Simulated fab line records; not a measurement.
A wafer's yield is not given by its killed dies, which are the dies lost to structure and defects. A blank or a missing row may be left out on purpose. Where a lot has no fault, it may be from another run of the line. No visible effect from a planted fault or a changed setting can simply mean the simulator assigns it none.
Split-lot trial || flow berkeley-cmos170 || 5 lots, 23 wafers read, on a route of 331 steps

## SPLIT DETAILS
At UCB170_M2_PEB_13, the setting peb-temp-c was moved away from the recipe's 130 C on 8 of the 23 wafers read, by +1.0% to +2.5%. For the rest of the wafers, this setting stayed at what the recipe calls for.

## FROM THE SPLIT TO THE READING: what the file shows between them, 5 steps
- UCB170_M2_DEVELOP_14: develop time 45 s
- UCB170_M2_CD_MEAS_15: target cd 700 nm
- UCB170_M2_ETCH_17: etches BARC in N2/H2
- UCB170_M2_METAL_ETCH_18: etches Al in Cl2/BCl3, stops on SiO2, target depth 1170 nm, time 195 s
- UCB170_M2_STRIP_19: strips in O2

## THE READING
cd-nm at UCB170_M2_CD_MEAS_90, given in nm (cd target 700 nm). Typical for fault-free wafers on this fab line: 700 nm, with standard deviation 3.2 nm.

{"wafer": "L074.1", "tool, chamber at the split": "litho-track-04, 0", "peb-temp-c as run, C": 133.2, "against the recipe": "+2.5%", "cd-nm, nm": 676, "against lot-mates on the recipe": -22}
{"wafer": "L074.2", "tool, chamber at the split": "litho-track-04, 0", "peb-temp-c as run, C": 133.2, "against the recipe": "+2.5%", "cd-nm, nm": 678, "against lot-mates on the recipe": -20}
{"wafer": "L074.3", "tool, chamber at the split": "litho-track-04, 0", "peb-temp-c as run, C": 130, "against the recipe": "recipe", "cd-nm, nm": 695, "against lot-mates on the recipe": "-"}
{"wafer": "L074.5", "tool, chamber at the split": "litho-track-04, 0", "peb-temp-c as run, C": 130, "against the recipe": "recipe", "cd-nm, nm": 697, "against lot-mates on the recipe": "-"}
{"wafer": "L074.6", "tool, chamber at the split": "litho-track-04, 0", "peb-temp-c as run, C": 130, "against the recipe": "recipe", "cd-nm, nm": 701, "against lot-mates on the recipe": "-"}
{"wafer": "L080.2", "tool, chamber at the split": "litho-track-03, 0", "peb-temp-c as run, C": 130, "against the recipe": "recipe", "cd-nm, nm": 701, "against lot-mates on the recipe": "-"}
{"wafer": "L080.3", "tool, chamber at the split": "litho-track-03, 0", "peb-temp-c as run, C": 130, "against the recipe": "recipe", "cd-nm, nm": 702, "against lot-mates on the recipe": "-"}
{"wafer": "L080.4", "tool, chamber at the split": "litho-track-03, 0", "peb-temp-c as run, C": 130, "against the recipe": "recipe", "cd-nm, nm": 702, "against lot-mates on the recipe": "-"}
{"wafer": "L081.1", "tool, chamber at the split": "litho-track-04, 0", "peb-temp-c as run, C": 130, "against the recipe": "recipe", "cd-nm, nm": 700, "against lot-mates on the recipe": "-"}
{"wafer": "L081.2", "tool, chamber at the split": "litho-track-04, 0", "peb-temp-c as run, C": 130, "against the recipe": "recipe", "cd-nm, nm": 707, "against lot-mates on the recipe": "-"}
{"wafer": "L081.4", "tool, chamber at the split": "litho-track-04, 0", "peb-temp-c as run, C": 130, "against the recipe": "recipe", "cd-nm, nm": 704, "against lot-mates on the recipe": "-"}
{"wafer": "L081.5", "tool, chamber at the split": "litho-track-04, 0", "peb-temp-c as run, C": 130, "against the recipe": "recipe", "cd-nm, nm": 700, "against lot-mates on the recipe": "-"}
{"wafer": "L081.6", "tool, chamber at the split": "litho-track-04, 0", "peb-temp-c as run, C": 130, "against the recipe": "recipe", "cd-nm, nm": 705, "against lot-mates on the recipe": "-"}
{"wafer": "L083.2", "tool, chamber at the split": "litho-track-03, 0", "peb-temp-c as run, C": 132.5, "against the recipe": "+1.9%", "cd-nm, nm": 689, "against lot-mates on the recipe": -10}
{"wafer": "L083.3", "tool, chamber at the split": "litho-track-03, 0", "peb-temp-c as run, C": 132.5, "against the recipe": "+1.9%", "cd-nm, nm": 689, "against lot-mates on the recipe": -10}
{"wafer": "L083.4", "tool, chamber at the split": "litho-track-03, 0", "peb-temp-c as run, C": 130, "against the recipe": "recipe", "cd-nm, nm": 698, "against lot-mates on the recipe": "-"}
{"wafer": "L083.5", "tool, chamber at the split": "litho-track-03, 0", "peb-temp-c as run, C": 132.5, "against the recipe": "+1.9%", "cd-nm, nm": 687, "against lot-mates on the recipe": -12}
{"wafer": "L083.6", "tool, chamber at the split": "litho-track-03, 0", "peb-temp-c as run, C": 130, "against the recipe": "recipe", "cd-nm, nm": 700, "against lot-mates on the recipe": "-"}
{"wafer": "L085.2", "tool, chamber at the split": "litho-track-01, 0", "peb-temp-c as run, C": 131.3, "against the recipe": "+1.0%", "cd-nm, nm": 689, "against lot-mates on the recipe": -10}
{"wafer": "L085.3", "tool, chamber at the split": "litho-track-01, 0", "peb-temp-c as run, C": 130, "against the recipe": "recipe", "cd-nm, nm": 700, "against lot-mates on the recipe": "-"}
{"wafer": "L085.4", "tool, chamber at the split": "litho-track-01, 0", "peb-temp-c as run, C": 131.3, "against the recipe": "+1.0%", "cd-nm, nm": 690, "against lot-mates on the recipe": -9}
{"wafer": "L085.5", "tool, chamber at the split": "litho-track-01, 0", "peb-temp-c as run, C": 130, "against the recipe": "recipe", "cd-nm, nm": 698, "against lot-mates on the recipe": "-"}
{"wafer": "L085.6", "tool, chamber at the split": "litho-track-01, 0", "peb-temp-c as run, C": 131.3, "against the recipe": "+1.0%", "cd-nm, nm": 693, "against lot-mates on the recipe": -6}

FIT RESULTS
A straight line over all 23 wafers: cd-nm changes by -8.28 nm for each +1% of peb-temp-c; r = -0.92; the points scatter about the line by 3.2 nm.
The same after taking each lot's own level away (the mean of its wafers on the recipe; 23 wafers): -7.18 nm for each +1%; r = -0.94; scatter 2.5 nm.
That fit puts the effect of the largest move of peb-temp-c on the reading at 18 nm.
The lots' own levels span 697.7 to 703.2 nm, that is 1.7 times the standard deviation above.
So the lot-to-lot level changes the slope: the two fits differ.
Check: for one of the wafers moved furthest among these (+2.5%), held out of the fit, the line's prediction against its lot-mates is -16.4 nm. It came out at -21.7 nm against them.

## OTHER SPLITS APPLIED TO THESE WAFERS
Before the reading, these wafers also passed through other splits. Each is held against what the fit with the lots' levels taken away leaves over:
{"other split on the same wafers": "UCB170_SILICIDE_SPUTTER_01 power-w", "wafers away from the commonest value": 7, "r with cd-nm (lot level and that fit taken away)": -0.16}
{"other split on the same wafers": "UCB170_CONTACT_EXPOSE_12 dose-mj", "wafers away from the commonest value": 9, "r with cd-nm (lot level and that fit taken away)": -0.15}
{"other split on the same wafers": "UCB170_CONTACT_ETCH_18 rf-w", "wafers away from the commonest value": 5, "r with cd-nm (lot level and that fit taken away)": -0.29}
{"other split on the same wafers": "UCB170_M1_COAT_04 spin-rpm", "wafers away from the commonest value": 10, "r with cd-nm (lot level and that fit taken away)": -0.30}
{"other split on the same wafers": "UCB170_M2_SPUTTER_01 time-s", "wafers away from the commonest value": 8, "r with cd-nm (lot level and that fit taken away)": "+0.36"}

## THE WHOLE CHAIN: every reading that the file lists as answering this split, in the file's order
{"step": "UCB170_M2_CD_MEAS_15", "what it does": "target cd 700 nm", "reading": "cd-nm", "change (the file's fit)": "-7.76 nm for each +1% of the setting", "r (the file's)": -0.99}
{"step": "UCB170_M2_ETCH_17", "what it does": "etches BARC in N2/H2", "reading": "M2.cd-nm (the simulator's own value, which no gauge read)", "change (the file's fit)": "-7.66 nm for each +1% of the setting", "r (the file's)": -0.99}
{"step": "UCB170_M2_METAL_ETCH_18", "what it does": "etches Al in Cl2/BCl3, stops on SiO2, target depth 1170 nm, time 195 s", "reading": "M2.cd-nm (the simulator's own value, which no gauge read)", "change (the file's fit)": "-7.39 nm for each +1% of the setting", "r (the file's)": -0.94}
{"step": "UCB170_M2_CD_MEAS_90", "what it does": "target cd 700 nm", "reading": "cd-nm", "change (the file's fit)": "-7.39 nm for each +1% of the setting", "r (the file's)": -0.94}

## THE FILE'S OWN FIT
cd-nm changes by -7.39 nm for each +1% of peb-temp-c, r = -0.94.
